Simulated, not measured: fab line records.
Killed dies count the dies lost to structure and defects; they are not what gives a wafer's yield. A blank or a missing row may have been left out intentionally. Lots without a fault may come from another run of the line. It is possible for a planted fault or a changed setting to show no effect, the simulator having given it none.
The tool behind it: which one? :: flow rit_cmos :: Sampling: 7 lots, 21 wafers, 3 of 202 route steps

WHAT THE GAUGES READ, wafer by wafer
RIT_PRETRO_TW_MEAS_10.
lot: L677
measured: day 2 11:58
on: film_metro-01
PRETRO_TW: 473.1 470.5 471.4

lot: L679
measured: day 3 00:23
on: film_metro-04
PRETRO_TW: 473.2 471.2 471.3

lot: L683
measured: day 3 19:10
on: film_metro-03
PRETRO_TW: 472.8 471.8 470.7

lot: L685
measured: day 4 05:22
on: film_metro-03
PRETRO_TW: 447.5 445.8 451.6

lot: L691
measured: day 5 11:10
on: film_metro-04
PRETRO_TW: 473.7 474.5 472.9

lot: L693
measured: day 5 20:11
on: film_metro-01
PRETRO_TW: 474.4 472.0 474.1

lot: L699
measured: day 7 03:28
on: film_metro-03
PRETRO_TW: 474.4 469.1 472.7

EACH LOT AND THE TOOL THAT RAN IT (in order: tool; ch and the chambers of the sampled wafers; start)
lot: L677
RIT_PWELL_STRIP_09: plasma_asher-03 ch 0,1, day 2 03:22
RIT_PRETRO_IMPLANT_08: implanter-01 ch 0, day 2 11:38

lot: L679
RIT_PWELL_STRIP_09: plasma_asher-03 ch 0,1, day 2 14:49
RIT_PRETRO_IMPLANT_08: implanter-02 ch 0, day 3 00:03

lot: L683
RIT_PWELL_STRIP_09: plasma_asher-03 ch 0,1, day 3 10:26
RIT_PRETRO_IMPLANT_08: implanter-02 ch 0, day 3 18:52

lot: L685
RIT_PWELL_STRIP_09: plasma_asher-03 ch 0,1, day 3 20:12
RIT_PRETRO_IMPLANT_08: implanter-02 ch 0, day 4 05:02

lot: L691
RIT_PWELL_STRIP_09: plasma_asher-04 ch 0,1, day 5 01:50
RIT_PRETRO_IMPLANT_08: implanter-04 ch 0, day 5 10:51

lot: L693
RIT_PWELL_STRIP_09: plasma_asher-02 ch 0,1, day 5 11:22
RIT_PRETRO_IMPLANT_08: implanter-04 ch 0, day 5 19:52

lot: L699
RIT_PWELL_STRIP_09: plasma_asher-02 ch 0,1, day 6 18:46
RIT_PRETRO_IMPLANT_08: implanter-01 ch 0, day 7 03:11
- RIT_PWELL_STRIP_09: strips in O2, time 180 s.
- RIT_PRETRO_IMPLANT_08

THE ANSWER, worked out from the rows above alone
Rule: usual is defined by the lots themselves. Put in order of their means at a reading, lots are off if they are a third of the lots or fewer, leave a main group of 4 or more, and stand apart from it by a gap of 3 or more times the standard deviation of the main group's means; of several such gaps the widest counts. A main group whose means are all the same, to the digits that the tables above print for the reading, isn't used. Also off: a lot with no number at a reading for which 4 or more lots have one. Any other lot the step has rows for is counted as sound.
Off: at RIT_PRETRO_TW_MEAS_10 (PRETRO_TW), L685. The main group has a mean of 472.4 with a standard deviation of 0.84.
If a tool, at a process step before that reading, ran all the lots that are off and no sound lot after the first of them, it fits. Those tools and the gauges at RIT_PRETRO_TW_MEAS_10 are tried in the same way. Can't be told from this: 2 tools fit, plasma_asher-03 at RIT_PWELL_STRIP_09, implanter-02 at RIT_PRETRO_IMPLANT_08.

WHAT WAS PUT IN BY THE SIMULATOR
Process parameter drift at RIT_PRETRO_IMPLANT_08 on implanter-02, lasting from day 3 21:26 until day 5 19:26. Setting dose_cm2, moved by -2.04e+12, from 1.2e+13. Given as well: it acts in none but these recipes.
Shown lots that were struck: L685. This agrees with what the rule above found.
